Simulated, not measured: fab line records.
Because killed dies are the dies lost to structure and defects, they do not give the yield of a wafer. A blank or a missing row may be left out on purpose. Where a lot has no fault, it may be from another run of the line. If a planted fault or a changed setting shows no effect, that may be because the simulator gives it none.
Split-lot experiment || flow rit_cmos || 23 wafers read across 5 lots, on a route 202 steps long

## THE SPLIT ITSELF
At RIT_M1_SPUTTER_00 (material Al, target thk 400 nm, time 500 s), the setting power_w was moved away from the recipe's 2000 W on 4 of the 23 wafers read, by -9.8% to +8.1%. For the rest of the wafers, this setting stayed at what the recipe calls for.

## FROM THE SPLIT TO THE READING: what the file shows between them, 6 steps
- RIT_M1_RS_MEAS_01: measures by four-point-probe
- RIT_M1_THK_MEAS_02: measures by xrf
- RIT_M1_SOFTBAKE_05: time 60 s (also split here: time_s)
- RIT_M1_EXPOSE_06: exposes mask M12, target cd 2600 nm
- RIT_M1_PEB_07
- RIT_M1_HARDBAKE_11: time 120 s

## THE READING
oes_product_au, in a.u., at RIT_M1_METAL_ETCH_12 (etches Al in Cl2/BCl3, stops on SiO2, time 165 s, target depth 600 nm). Typical for fault-free wafers on this fab line: 0.773 a.u., with standard deviation 0.014 a.u.

{"wafer": "L074.2", "tool, chamber at the split": "pvd_sputter-04, -", "power_w as run, W": 2000, "against the recipe": "recipe", "oes_product_au, a.u.": 0.752, "against lot-mates on the recipe": "-"}
{"wafer": "L074.4", "tool, chamber at the split": "pvd_sputter-04, -", "power_w as run, W": 2000, "against the recipe": "recipe", "oes_product_au, a.u.": 0.772, "against lot-mates on the recipe": "-"}
{"wafer": "L074.5", "tool, chamber at the split": "pvd_sputter-04, -", "power_w as run, W": 2000, "against the recipe": "recipe", "oes_product_au, a.u.": 0.775, "against lot-mates on the recipe": "-"}
{"wafer": "L078.1", "tool, chamber at the split": "pvd_sputter-04, -", "power_w as run, W": 2161, "against the recipe": "+8.1%", "oes_product_au, a.u.": 0.806, "against lot-mates on the recipe": "+0.037"}
{"wafer": "L078.3", "tool, chamber at the split": "pvd_sputter-04, -", "power_w as run, W": 2161, "against the recipe": "+8.1%", "oes_product_au, a.u.": 0.801, "against lot-mates on the recipe": "+0.032"}
{"wafer": "L078.4", "tool, chamber at the split": "pvd_sputter-04, -", "power_w as run, W": 2000, "against the recipe": "recipe", "oes_product_au, a.u.": 0.776, "against lot-mates on the recipe": "-"}
{"wafer": "L078.5", "tool, chamber at the split": "pvd_sputter-04, -", "power_w as run, W": 2000, "against the recipe": "recipe", "oes_product_au, a.u.": 0.775, "against lot-mates on the recipe": "-"}
{"wafer": "L078.6", "tool, chamber at the split": "pvd_sputter-04, -", "power_w as run, W": 2000, "against the recipe": "recipe", "oes_product_au, a.u.": 0.757, "against lot-mates on the recipe": "-"}
{"wafer": "L080.1", "tool, chamber at the split": "pvd_sputter-04, -", "power_w as run, W": 2000, "against the recipe": "recipe", "oes_product_au, a.u.": 0.792, "against lot-mates on the recipe": "-"}
{"wafer": "L080.2", "tool, chamber at the split": "pvd_sputter-04, -", "power_w as run, W": 2000, "against the recipe": "recipe", "oes_product_au, a.u.": 0.776, "against lot-mates on the recipe": "-"}
{"wafer": "L080.3", "tool, chamber at the split": "pvd_sputter-04, -", "power_w as run, W": 2000, "against the recipe": "recipe", "oes_product_au, a.u.": 0.798, "against lot-mates on the recipe": "-"}
{"wafer": "L080.4", "tool, chamber at the split": "pvd_sputter-04, -", "power_w as run, W": 2000, "against the recipe": "recipe", "oes_product_au, a.u.": 0.795, "against lot-mates on the recipe": "-"}
{"wafer": "L080.6", "tool, chamber at the split": "pvd_sputter-04, -", "power_w as run, W": 2000, "against the recipe": "recipe", "oes_product_au, a.u.": 0.793, "against lot-mates on the recipe": "-"}
{"wafer": "L082.1", "tool, chamber at the split": "pvd_sputter-04, -", "power_w as run, W": 2000, "against the recipe": "recipe", "oes_product_au, a.u.": 0.776, "against lot-mates on the recipe": "-"}
{"wafer": "L082.2", "tool, chamber at the split": "pvd_sputter-04, -", "power_w as run, W": 2000, "against the recipe": "recipe", "oes_product_au, a.u.": 0.752, "against lot-mates on the recipe": "-"}
{"wafer": "L082.3", "tool, chamber at the split": "pvd_sputter-04, -", "power_w as run, W": 2000, "against the recipe": "recipe", "oes_product_au, a.u.": 0.776, "against lot-mates on the recipe": "-"}
{"wafer": "L082.4", "tool, chamber at the split": "pvd_sputter-04, -", "power_w as run, W": 1805, "against the recipe": "-9.8%", "oes_product_au, a.u.": 0.716, "against lot-mates on the recipe": -0.052}
{"wafer": "L082.5", "tool, chamber at the split": "pvd_sputter-04, -", "power_w as run, W": 1805, "against the recipe": "-9.8%", "oes_product_au, a.u.": 0.706, "against lot-mates on the recipe": -0.062}
{"wafer": "L083.2", "tool, chamber at the split": "pvd_sputter-01, -", "power_w as run, W": 2000, "against the recipe": "recipe", "oes_product_au, a.u.": 0.783, "against lot-mates on the recipe": "-"}
{"wafer": "L083.3", "tool, chamber at the split": "pvd_sputter-01, -", "power_w as run, W": 2000, "against the recipe": "recipe", "oes_product_au, a.u.": 0.801, "against lot-mates on the recipe": "-"}
{"wafer": "L083.4", "tool, chamber at the split": "pvd_sputter-01, -", "power_w as run, W": 2000, "against the recipe": "recipe", "oes_product_au, a.u.": 0.779, "against lot-mates on the recipe": "-"}
{"wafer": "L083.5", "tool, chamber at the split": "pvd_sputter-01, -", "power_w as run, W": 2000, "against the recipe": "recipe", "oes_product_au, a.u.": 0.797, "against lot-mates on the recipe": "-"}
{"wafer": "L083.6", "tool, chamber at the split": "pvd_sputter-01, -", "power_w as run, W": 2000, "against the recipe": "recipe", "oes_product_au, a.u.": 0.785, "against lot-mates on the recipe": "-"}

FIT RESULTS
A straight line over all 23 wafers: oes_product_au changes by +0.00535 a.u. for each +1% of power_w; r = +0.80; the points scatter about the line by 0.015 a.u.
The same after taking each lot's own level away (the mean of its wafers on the recipe; 23 wafers): +0.00518 a.u. for each +1%; r = +0.91; scatter 0.0093 a.u.
On that fit, the largest move of power_w shifts the reading by 0.051 a.u.
Measured against the standard deviation above, the lots' own levels, which go from 0.7663 to 0.7908 a.u., span 1.7 times it.
Consequently the slope shifts little with the lot-to-lot level, the two slopes agreeing.
Check: -0.0516 a.u. against its lot-mates is what the line predicts for one of the wafers moved furthest among these (-9.8%) when that wafer is left out of the fit. It came out at -0.052 a.u. against them.

## THESE WAFERS: OTHER SPLITS
These wafers also went through other splits before the reading. Each is held against what the fit with the lots' levels taken away leaves over:
{"other split on the same wafers": "RIT_M1_SOFTBAKE_05 time_s", "wafers away from the commonest value": 8, "r with oes_product_au (lot level and that fit taken away)": -0.18}

## THE WHOLE CHAIN: every reading that the file lists as answering this split, in the file's order
{"step": "RIT_M1_SPUTTER_00", "what it does": "material Al, target thk 400 nm, time 500 s", "reading": "Al_of_M1_SPUTTER_00.thk_nm (the simulator's own value, which no gauge read)", "change (the file's fit)": "+4.08 nm for each +1% of the setting", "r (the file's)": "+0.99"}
{"step": "RIT_M1_RS_MEAS_01", "what it does": "measures by four-point-probe", "reading": "M1_AL_RS", "change (the file's fit)": "-0.000797 for each +1% of the setting", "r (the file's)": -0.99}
{"step": "RIT_M1_THK_MEAS_02", "what it does": "measures by xrf", "reading": "M1_AL_THK", "change (the file's fit)": "+3.93 for each +1% of the setting", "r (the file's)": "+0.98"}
{"step": "RIT_M1_METAL_ETCH_12", "what it does": "etches Al in Cl2/BCl3, stops on SiO2, time 165 s, target depth 600 nm", "reading": "oes_product_au", "change (the file's fit)": "+0.0052 a.u. for each +1% of the setting", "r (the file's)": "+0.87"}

## FILE'S OWN FIT
oes_product_au changes by +0.0052 a.u. for each +1% of power_w, r = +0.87.
